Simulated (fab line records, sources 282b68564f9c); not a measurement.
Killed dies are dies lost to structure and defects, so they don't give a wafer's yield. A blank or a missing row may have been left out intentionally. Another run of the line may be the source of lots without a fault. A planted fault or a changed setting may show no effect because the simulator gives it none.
fab line records + flow rit-cmos
record
- lots=14
- wafers=42
- last-day=7
route steps=202 shown PWELL@47 M1@202
lots that met no fault: taken from a fault-free run of the same line
start-h: start of the lot's first displayed wafer, in hours after the record's first day + wait-h: hours elapsed since this lot's preceding step + " same as the row above + L1.1+2: a single row standing in for several wafers + - no value present, or no start provided + * or withheld: withheld + < > ~ a bound
route shown NAME@n: a module of which the file shows steps, and the number in the route of the first + usual: mean and standard deviation over wafers with no fault + same: alike in all rows + chamber/n: place in a boat + sites: the reading at each site + _std_site: standard deviation across them + _edge_site: inner sites' mean taken away from outer sites' mean + radius-mm: how far each site lies from the wafer's centre + mask NAME#n: copy n + behind: the last tool/chamber to shape the wafer + hold: the reason the lot was held/the length of the hold in hours/how it ended + device: the transistor (n, p or np) that didn't switch + end of line: tests run on the same wafers once the route is complete + a step without rows: its recipe alone + killed: not the wafer's yield, but the dies lost to structure and defects at the first sort + map: a wafer's dies, marking killed ones x, the rest . and places with no die _
set.NAME: setting as actually run; set.NAME@STEP: the setting as run at that earlier step + model.NAME: the simulator's own value behind a step, which no gauge read
steps of the route over a sample of lots; a table a step, a row a wafer
services: when a tool's chamber went out of use (start-h, in hours from the record's first day, below 0 if earlier), for how many hours, and the reason
## steps
# step RIT_PWELL_IMPLANT_08
# recipe
- species=B
- energy-kev=170
- dose-cm2=7e+13
- tilt-deg=7
# usual
- beam-energy-keV=170.00/0.052
| lot.wafer | tool         | chamber | start-h | wait-h | beam-energy-keV |
|-----------|--------------|---------|---------|--------|-----------------|
| L169.1    | implanter-04 | 0       | 29.42   | 0.2    | 169.94          |
| L169.3    | "            | 0       | "       | "      | 169.94          |
| L169.6    | "            | 0       | "       | "      | 169.96          |
| L170.3    | implanter-02 | 0       | 33.00   | 0.2    | 170.06          |
| L170.4    | "            | 0       | "       | "      | 170.01          |
| L170.5    | "            | 0       | "       | "      | 169.99          |
| L171.2    | implanter-02 | 0       | 44.13   | 0.2    | 170.09          |
| L171.5    | "            | 0       | "       | "      | 170.10          |
| L171.6    | "            | 0       | "       | "      | 170.11          |
| L172.1    | implanter-04 | 0       | 45.49   | 0.2    | 170.01          |
| L172.2    | "            | 0       | "       | "      | 170.02          |
| L172.3    | "            | 0       | "       | "      | 170.06          |
| L173.1    | implanter-04 | 0       | 48.61   | 0.2    | 169.94          |
| L173.3    | "            | 0       | "       | "      | 169.97          |
| L173.4    | "            | 0       | "       | "      | 169.97          |
| L174.2    | implanter-04 | 0       | 56.09   | 0.2    | 169.96          |
| L174.3    | "            | 0       | "       | "      | 169.94          |
| L174.6    | "            | 0       | "       | "      | 169.95          |
| L175.3    | implanter-02 | 0       | 61.24   | 0.2    | 169.98          |
| L175.5    | "            | 0       | "       | "      | 170.01          |
| L175.6    | "            | 0       | "       | "      | 170.05          |
| L182.1    | implanter-03 | 0       | 98.20   | 0.2    | 170.09          |
| L182.5    | "            | 0       | "       | "      | 170.05          |
| L182.6    | "            | 0       | "       | "      | 170.10          |
| L183.1    | implanter-02 | 0       | 99.00   | 0.2    | 144.81          |
| L183.4    | "            | 0       | "       | "      | 144.80          |
| L183.5    | "            | 0       | "       | "      | 144.85          |
| L184.1    | implanter-02 | 0       | 107.65  | 0.2    | 144.71          |
| L184.3    | "            | 0       | "       | "      | 144.75          |
| L184.5    | "            | 0       | "       | "      | 144.73          |
| L186.2    | implanter-04 | 0       | 116.75  | 0.2    | 170.07          |
| L186.5    | "            | 0       | "       | "      | 170.03          |
| L186.6    | "            | 0       | "       | "      | 170.07          |
| L187.1    | implanter-04 | 0       | 120.34  | 0.2    | 170.03          |
| L187.3    | "            | 0       | "       | "      | 170.02          |
| L187.5    | "            | 0       | "       | "      | 170.09          |
| L188.1    | implanter-04 | 0       | 127.89  | 0.2    | 169.99          |
| L188.5    | "            | 0       | "       | "      | 169.92          |
| L188.6    | "            | 0       | "       | "      | 170.04          |
| L189.2    | implanter-04 | 0       | 133.37  | 0.2    | 170.01          |
| L189.5    | "            | 0       | "       | "      | 169.98          |
| L189.6    | "            | 0       | "       | "      | 169.97          |
# step RIT_WELLDRIVE_RS_MEAS_02
# recipe
- thk-meas-gauge=four-point-probe
# usual
- PWELL_RS=429.1/1.3
| lot.wafer | tool          | chamber | start-h | wait-h | PWELL_RS[ohm/sq] |
|-----------|---------------|---------|---------|--------|------------------|
| L169.1    | film-metro-03 | -       | 35.00   | 0.1    | 429.0            |
| L169.3    | "             | -       | "       | "      | 430.6            |
| L169.6    | "             | -       | "       | "      | 430.2            |
| L170.3    | film-metro-03 | -       | 40.63   | 0.1    | 429.4            |
| L170.4    | "             | -       | "       | "      | 428.5            |
| L170.5    | "             | -       | "       | "      | 428.7            |
| L171.2    | film-metro-03 | -       | 49.83   | 0.1    | 428.7            |
| L171.5    | "             | -       | "       | "      | 428.7            |
| L171.6    | "             | -       | "       | "      | 427.8            |
| L172.1    | film-metro-03 | -       | 51.08   | 0.1    | 429.7            |
| L172.2    | "             | -       | "       | "      | 428.4            |
| L172.3    | "             | -       | "       | "      | 428.5            |
| L173.1    | film-metro-03 | -       | 55.14   | 0.1    | 427.3            |
| L173.3    | "             | -       | "       | "      | 428.1            |
| L173.4    | "             | -       | "       | "      | 428.4            |
| L174.2    | film-metro-03 | -       | 63.96   | 0.1    | 429.6            |
| L174.3    | "             | -       | "       | "      | 431.3            |
| L174.6    | "             | -       | "       | "      | 429.9            |
| L175.3    | film-metro-01 | -       | 66.83   | 0.1    | 429.1            |
| L175.5    | "             | -       | "       | "      | 428.8            |
| L175.6    | "             | -       | "       | "      | 429.3            |
| L182.1    | film-metro-04 | -       | 108.18  | 0.1    | 429.1            |
| L182.5    | "             | -       | "       | "      | 429.1            |
| L182.6    | "             | -       | "       | "      | 429.1            |
| L183.1    | film-metro-03 | -       | 108.18  | 0.1    | 437.5            |
| L183.4    | "             | -       | "       | "      | 436.7            |
| L183.5    | "             | -       | "       | "      | 437.5            |
| L184.1    | film-metro-03 | -       | 113.26  | 0.1    | 436.0            |
| L184.3    | "             | -       | "       | "      | 435.8            |
| L184.5    | "             | -       | "       | "      | 436.5            |
| L186.2    | film-metro-01 | -       | 124.20  | 0.1    | 428.6            |
| L186.5    | "             | -       | "       | "      | 429.6            |
| L186.6    | "             | -       | "       | "      | 429.7            |
| L187.1    | film-metro-03 | -       | 127.12  | 0.1    | 430.2            |
| L187.3    | "             | -       | "       | "      | 430.2            |
| L187.5    | "             | -       | "       | "      | 430.7            |
| L188.1    | film-metro-01 | -       | 133.58  | 0.1    | 428.5            |
| L188.5    | "             | -       | "       | "      | 425.4            |
| L188.6    | "             | -       | "       | "      | 427.6            |
| L189.2    | film-metro-03 | -       | 138.95  | 0.1    | 428.8            |
| L189.5    | "             | -       | "       | "      | 428.1            |
| L189.6    | "             | -       | "       | "      | 428.3            |
# step RIT_M1_PROBE_99
# usual
- killed_at_M0_to_M3=0.0/0.2
- killed-at-contacts=0.0/0.2
- killed-at-front-end=6.8/2.9
- killed-dies=6.8/2.9
- killed-on-rim=1.9/1.4
- killed-open=3.3/1.9
- killed-short=3.5/2
# same
- gross-dies=264
- killed_at_M4_up=0
- killed-at-back-side=0
- killed-at-other=0
| lot.wafer | tool      | chamber | start-h | wait-h | killed_at_M0_to_M3 | killed-at-contacts | killed-at-front-end | killed-dies | killed-on-rim | killed-open | killed-short |
|-----------|-----------|---------|---------|--------|--------------------|--------------------|---------------------|-------------|---------------|-------------|--------------|
| L182.1    | prober-01 | -       | 143.76  | 0.1    | 0                  | 0                  | 2                   | 2           | 1             | 1           | 1            |
| L182.5    | prober-01 | -       | 143.96  | 0.2    | 0                  | 1                  | 6                   | 7           | 2             | 2           | 5            |
| L182.6    | prober-01 | -       | 144.01  | 0.2    | 0                  | 0                  | 4                   | 4           | 1             | 2           | 1            |
| L184.1    | prober-01 | -       | 147.02  | 0.1    | 0                  | 0                  | 9                   | 9           | 3             | 6           | 3            |
| L184.3    | prober-01 | -       | 147.12  | 0.2    | 0                  | 0                  | 7                   | 7           | 2             | 4           | 3            |
| L184.5    | prober-01 | -       | 147.22  | 0.2    | 0                  | 0                  | 8                   | 8           | 1             | 3           | 5            |
| L186.2    | prober-01 | -       | 155.67  | 0.1    | 0                  | 0                  | 3                   | 3           | 0             | 1           | 2            |
| L186.5    | prober-01 | -       | 155.82  | 0.2    | 0                  | 0                  | 5                   | 5           | 1             | 4           | 1            |
| L186.6    | prober-01 | -       | 155.87  | 0.2    | 1                  | 0                  | 6                   | 7           | 0             | 4           | 3            |
| L189.2    | prober-02 | -       | 169.22  | 0.1    | 0                  | 0                  | 9                   | 9           | 4             | 4           | 5            |
| L189.5    | prober-02 | -       | 169.37  | 0.2    | 0                  | 0                  | 11                  | 11          | 4             | 7           | 4            |
| L189.6    | prober-02 | -       | 169.42  | 0.2    | 0                  | 1                  | 4                   | 5           | 2             | 1           | 4            |
# killed by level:class
L182.1 ACTIVE:geometric-particle:short=1 SILICIDE:geometric-particle:open=1
L182.5 GATE:geometric-particle:short=4 GATE:geometric-particle:open=2 CONTACT:geometric-particle:short=1
L182.6 FOX1:geometric-particle:open=2 GATE:geometric-particle:short=1 NWELL:coat-microbubble-printed=1
L184.1 GATE:geometric-particle:open=4 FOX1:geometric-particle:open=2 GATE:geometric-particle:short=2 REOX:geometric-particle:short=1
L184.3 GATE:geometric-particle:short=2 SILICIDE:geometric-particle:open=2 GATE:geometric-particle:open=1 REOX:geometric-particle:open=1 SILICIDE:geometric-particle:short=1
L184.5 FOX1:geometric-particle:short=2 GATE:geometric-particle:short=2 GATE:geometric-particle:open=2 FOX2:geometric-particle:short=1 SPACER:geometric-particle:open=1
L186.2 FOX1:geometric-particle:open=1 FOX1:geometric-particle:short=1 FOX2:geometric-particle:short=1
L186.5 GATE:geometric-particle:open=2 FOX2:geometric-particle:open=1 FOX2:geometric-particle:short=1 REOX:geometric-particle:open=1
L186.6 GATE:geometric-particle:open=3 FOX1:geometric-particle:open=1 FOX2:geometric-particle:short=1 GATE:geometric-particle:short=1 M1:geometric-particle:short=1
L189.2 FOX1:geometric-particle:short=2 FOX2:geometric-particle:open=2 GATE:geometric-particle:short=1 REOX:geometric-particle:open=1 SPACER:geometric-particle:short=1 SILICIDE:geometric-particle:short=1 SILICIDE:geometric-particle:open=1
L189.5 GATE:geometric-particle:open=4 GATE:geometric-particle:short=3 SPACER:geometric-particle:open=2 FOX1:geometric-particle:short=1 REOX:geometric-particle:open=1
L189.6 GATE:geometric-particle:short=2 FOX1:geometric-particle:short=1 SILICIDE:geometric-particle:short=1 CONTACT:geometric-particle:open=1
## services
| tool         | chamber | start-h | hours | kind   |
|--------------|---------|---------|-------|--------|
| implanter-02 | -       | 20.82   | 11.3  | pm     |
| implanter-03 | -       | 55.08   | 1.5   | repair |
| implanter-02 | -       | 86.02   | 6.0   | pm     |
| implanter-04 | -       | 92.01   | 0.7   | repair |
## key
first-sign
- step=RIT_PWELL_IMPLANT_08
- reading=beam-energy-keV
- direction=down
- sigmas=99+
- usual=170.00
- struck=144.77
effect
- step=RIT_WELLDRIVE_RS_MEAS_02
- reading=PWELL_RS
- direction=up
- sigmas=5.8
- usual=429.1
- struck=436.7
met-at RIT_PWELL_IMPLANT_08
struck-lots L183,L184
tester-left-out L183,L184
onset-between 61.24 99.00
earlier-fault
- kind=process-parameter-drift
- tool=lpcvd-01
- chamber=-
- onset-h=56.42
- steps=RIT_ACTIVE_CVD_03
- channel=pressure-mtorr
- offset=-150
- shape=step
- end-h=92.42
- acts-in=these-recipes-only
- stated=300
fault
- kind=process-parameter-drift
- tool=implanter-02
- chamber=-
- onset-h=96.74
- steps=RIT_PWELL_IMPLANT_08
- channel=energy-kev
- offset=-25.252
- shape=step
- end-h=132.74
- acts-in=these-recipes-only
- stated=170
# tester-left-out: of these lots the tester's yield and bins aren't shown, on N5 and GAA mostly nor the transistor test; their killed dies are dies lost to structure and defects alone, not to doping, threshold or leakage, so they don't give the yield
